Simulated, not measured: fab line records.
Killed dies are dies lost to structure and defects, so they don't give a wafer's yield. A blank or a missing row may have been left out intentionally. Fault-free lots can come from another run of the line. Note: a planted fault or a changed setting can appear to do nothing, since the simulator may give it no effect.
Which of the tools did it? ; flow rit-cmos ; 7 lots with 21 wafers sampled at 2 steps, on a route of 202 steps

## WHAT THE GAUGES READ, wafer by wafer
RIT_GATE_CD_MEAS_90: the cd target is 150 nm.
lot;measured;on;cd-nm (nm)
L946;day 2 23:31;cd-sem-01;150.6 153.8 151.9
L949;day 3 14:50;cd-sem-01;153.2 150.0 150.4
L951;day 3 23:28;cd-sem-01;152.4 153.5 153.9
L953;day 4 11:20;cd-sem-02;150.0 148.7 149.7
L955;day 4 20:40;cd-sem-01;148.4 148.6 149.9
L960;day 5 20:58;cd-sem-01;146.1 147.3 146.4
L967;day 7 07:46;cd-sem-01;- - -

## WHICH TOOL RAN EACH LOT (tool, then ch and the chambers of the sampled wafers, then the start)
lot;RIT_GATE_ETCH_19
L946;rie-si-01 ch 0,2, day 2 23:14
L949;rie-si-02 ch 0,2,3, day 3 14:33
L951;rie-si-02 ch 0,1,3, day 3 23:11
L953;rie-si-02 ch 0,2, day 4 11:03
L955;rie-si-02 ch 0,1, day 4 20:21
L960;rie-si-01 ch 0,2,3, day 5 20:40
L967;rie-si-02 ch 1,2,3, day 7 07:29
- RIT_GATE_ETCH_19: etches poly-Si in SF6/CHF3/O2, stops on SiO2, time 165 s, target depth 312.5 nm.

## THE ANSWER, worked out from the rows above alone
Rule: what is usual is taken from the lots themselves. Put in order of their means at a reading, lots are off if they are a third of the lots or fewer, leave a main group of 4 or more, and stand apart from it by a gap of 3 or more times the standard deviation of the main group's means; of several such gaps the widest counts. The tables above print the reading to a certain number of digits; a main group whose means all agree to those digits is not used. Also off: a lot with no number at a reading for which 4 or more lots have one. All remaining lots with rows at the step are treated as sound.
Off: L967 (RIT_GATE_CD_MEAS_90, cd-nm). Without a number there: L967. Main group: mean 150.3 nm, sd 2.2.
If a tool, at a process step before that reading, ran all the lots that are off and no sound lot after the first of them, it fits. Those tools and the gauges at RIT_GATE_CD_MEAS_90 are tried in the same way. This does not decide it: 2 tools fit, namely rie-si-02 at RIT_GATE_ETCH_19 and cd-sem-01 at RIT_GATE_CD_MEAS_90.

## WHAT THE SIMULATOR HAD INSERTED
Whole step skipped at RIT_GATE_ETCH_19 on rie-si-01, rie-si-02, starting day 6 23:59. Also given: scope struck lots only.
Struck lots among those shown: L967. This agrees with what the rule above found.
